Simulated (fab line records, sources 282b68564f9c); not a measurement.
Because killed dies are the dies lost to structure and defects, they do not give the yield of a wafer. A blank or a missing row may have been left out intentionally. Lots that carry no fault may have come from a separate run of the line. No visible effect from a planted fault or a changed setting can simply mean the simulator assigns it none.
The tool behind it: which one?	flow rit-cmos	13 lots with 39 wafers sampled at 6 steps, on a route of 202 steps

== WHAT THE GAUGES SHOWED, per wafer ==
RIT_NLDD_OVL_MEAS_06.
lot	measured	on	NLDD_OVL (nm)
L427	day 3 04:17	overlay-02	2.4 1.7 2.6
L428	day 3 08:13	overlay-01	-0.2 1.3 1.0
L429	day 3 12:29	overlay-02	2.9 2.1 3.4
L431	day 4 01:10	overlay-02	0.5 0.7 1.2
L432	day 4 04:47	overlay-02	1.2 0.6 0.6
L433	day 4 09:36	overlay-02	1.4 3.6 1.5
L434	day 4 16:36	overlay-01	3.9 2.0 3.4
L435	day 4 16:50	overlay-02	0.4 0.5 1.5
L436	day 4 22:37	overlay-01	-1.3 -0.5 0.0
L437	day 4 23:51	overlay-01	-0.5 -0.7 -0.3
L438	day 5 06:35	overlay-01	-0.1 0.0 -0.6
L439	day 5 12:50	overlay-02	-0.1 1.0 1.5
L441	day 5 21:19	overlay-01	-2.2 -1.9 -1.6

RIT_SPACER_THK_MEAS_04.
lot	measured	on	SPACER_NITRIDE_THK (nm)
L427	day 3 08:34	film-metro-04	249.7 250.1 249.0
L428	day 3 12:37	film-metro-01	249.8 250.2 251.1
L429	day 3 16:56	film-metro-03	250.8 249.8 249.0
L431	day 4 05:34	film-metro-01	247.3 246.3 247.5
L432	day 4 09:55	film-metro-01	249.6 251.6 249.9
L433	day 4 14:18	film-metro-03	248.4 248.2 248.0
L434	day 4 21:02	film-metro-04	254.2 251.5 252.6
L435	day 4 21:27	film-metro-03	252.2 252.7 250.8
L436	day 5 03:19	film-metro-03	257.3 255.3 256.3
L437	day 5 04:28	film-metro-03	252.3 251.8 251.6
L438	day 5 11:04	film-metro-04	249.0 250.1 249.0
L439	day 5 17:16	film-metro-01	249.9 250.4 248.7
L441	day 6 01:40	film-metro-04	187.6 185.7 185.4

RIT_SDANNEAL_RS_MEAS_04: measures by four-point-probe.
lot	measured	on	PSD_RS (ohm/sq)
L427	day 3 12:02	film-metro-02	115.8 116.2 116.2
L428	day 3 16:21	film-metro-02	116.2 116.5 116.2
L429	day 3 20:41	film-metro-01	116.0 116.3 115.8
L431	day 4 09:15	film-metro-04	115.9 115.9 115.9
L432	day 4 13:31	film-metro-02	116.0 115.8 115.7
L433	day 4 17:54	film-metro-01	116.2 116.4 116.3
L434	day 5 01:00	film-metro-02	116.2 116.5 116.2
L435	day 5 01:24	film-metro-04	116.3 116.2 116.1
L436	day 5 07:11	film-metro-02	116.4 116.5 116.2
L437	day 5 08:38	film-metro-04	115.9 116.1 116.1
L438	day 5 14:39	film-metro-01	115.9 115.9 115.7
L439	day 5 20:53	film-metro-02	115.6 115.8 115.6
L441	day 6 05:22	film-metro-02	115.7 115.7 115.7

== TOOL THAT RAN EACH LOT (tool first, then ch and the chambers of the sampled wafers, then the start) ==
lot	RIT_NRETRO_STRIP_09	RIT_SPACER_CVD_03	RIT_SPACER_ETCHBACK_05
L427	plasma-asher-02 ch 0,1, day 2 06:28	lpcvd-02 ch 0, day 3 06:38	rie-diel-02 ch 1,2,3, day 3 08:37
L428	plasma-asher-03 ch 0,1, day 2 12:51	lpcvd-01 ch 1, day 3 10:43	rie-diel-03 ch 1,2,3, day 3 12:41
L429	plasma-asher-01 ch 0,1, day 2 22:14	lpcvd-01 ch 0, day 3 15:02	rie-diel-01 ch 0,1, day 3 17:00
L431	plasma-asher-02 ch 0,1, day 3 10:20	lpcvd-01 ch 0, day 4 03:39	rie-diel-02 ch 0,1, day 4 05:38
L432	plasma-asher-02 ch 0,1, day 3 15:14	lpcvd-01 ch 0, day 4 07:59	rie-diel-03 ch 0,3, day 4 09:58
L433	plasma-asher-01 ch 0,1, day 3 18:13	lpcvd-02 ch 1, day 4 12:23	rie-diel-03 ch 0,2, day 4 14:22
L434	plasma-asher-02 ch 0,1, day 3 23:22	lpcvd-02 ch 1, day 4 19:07	rie-diel-01 ch 0,2, day 4 21:05
L435	plasma-asher-03 ch 0,1, day 4 02:37	lpcvd-01 ch 0, day 4 19:31	rie-diel-02 ch 1,2,3, day 4 21:30
L436	plasma-asher-01 ch 0,1, day 4 07:46	lpcvd-01 ch 0, day 5 01:22	rie-diel-03 ch 0,2,3, day 5 03:20
L437	plasma-asher-02 ch 0,1, day 4 10:22	lpcvd-02 ch 0, day 5 02:32	rie-diel-03 ch 0,1, day 5 04:31
L438	plasma-asher-01 ch 0,1, day 4 15:16	lpcvd-02 ch 1, day 5 09:08	rie-diel-01 ch 0,1,3, day 5 11:06
L439	plasma-asher-03 ch 0,1, day 4 23:25	lpcvd-01 ch 1, day 5 15:21	rie-diel-03 ch 1,3, day 5 17:20
L441	plasma-asher-01 ch 0,1, day 5 05:34	lpcvd-02 ch 0, day 5 23:44	rie-diel-03 ch 2,3, day 6 01:43
- RIT_NRETRO_STRIP_09: strips in O2, time 180 s.
- RIT_SPACER_CVD_03: deposits Si3N4 from SiH2Cl2/NH3, target thk 250 nm, time 3300 s.
- RIT_SPACER_ETCHBACK_05: etches Si3N4 in SF6/CHF3, stops on SiO2, target depth 250 nm, time 240 s.

== WHAT THE TOOLS THEMSELVES READ (means of the sampled wafers that have a number; where no wafer has one, the mark that the record gives instead) ==
RIT_NRETRO_STRIP_09.
lot	tool	drypump-motor-current-A (A)
L427	plasma-asher-02	6.0
L428	plasma-asher-03	6.1
L429	plasma-asher-01	5.8
L431	plasma-asher-02	5.4
L432	plasma-asher-02	6.0
L433	plasma-asher-01	6.0
L434	plasma-asher-02	6.0
L435	plasma-asher-03	5.9
L436	plasma-asher-01	5.8
L437	plasma-asher-02	5.5
L438	plasma-asher-01	5.9
L439	plasma-asher-03	5.9
L441	plasma-asher-01	5.9

RIT_SPACER_ETCHBACK_05.
lot	tool	drypump-motor-current-A (A)	oes-product-au (a.u.)	throttle-valve-pct (%)
L427	rie-diel-02	6.0	0.832	10.35
L428	rie-diel-03	5.3	0.841	10.25
L429	rie-diel-01	6.3	0.842	10.23
L431	rie-diel-02	5.6	0.833	10.25
L432	rie-diel-03	5.5	0.849	10.30
L433	rie-diel-03	5.0	0.840	10.31
L434	rie-diel-01	6.2	0.863	10.23
L435	rie-diel-02	6.0	0.836	10.34
L436	rie-diel-03	5.4	0.857	10.26
L437	rie-diel-03	5.1	0.854	10.36
L438	rie-diel-01	6.2	0.842	10.19
L439	rie-diel-03	5.9	0.843	10.25
L441	rie-diel-03	5.8	0.676	10.14

== THE ANSWER, worked out from the rows above alone ==
Rule: usual is defined by the lots themselves. The widest of any qualifying gaps counts: lots, ordered by their means at a reading, are off when they make up no more than a third of the lots, leave a main group of 4 or more, and stand apart from it by 3 or more times the standard deviation of that group's means. The tables above print the reading to a certain number of digits; a main group whose means all agree to those digits is not used. Also off: a lot with no number at a reading for which 4 or more lots have one. All remaining lots with rows at the step are treated as sound. Order of review: gauges by route order, followed by the tools' own readings, for which a lot's mean as printed above is used. The first step at which some lot is off is used, and at that step the reading that is off furthest; a lot without a number counts as furthest.
Off: at RIT_SPACER_THK_MEAS_04 (SPACER_NITRIDE_THK), L441. The main group has a mean of 250.6 nm with a standard deviation of 2.3.
If a tool, at a process step before that reading, ran all the lots that are off and no sound lot after the first of them, it fits. The gauges at RIT_SPACER_THK_MEAS_04 aren't tried: what is off there is off at RIT_SPACER_ETCHBACK_05 too, on other tools, and a gauge's error can't cause that. Undecided on this evidence; 2 tools fit (plasma-asher-01 at RIT_NRETRO_STRIP_09, lpcvd-02 at RIT_SPACER_CVD_03).

== WHAT THE SIMULATOR HAD PUT IN ==
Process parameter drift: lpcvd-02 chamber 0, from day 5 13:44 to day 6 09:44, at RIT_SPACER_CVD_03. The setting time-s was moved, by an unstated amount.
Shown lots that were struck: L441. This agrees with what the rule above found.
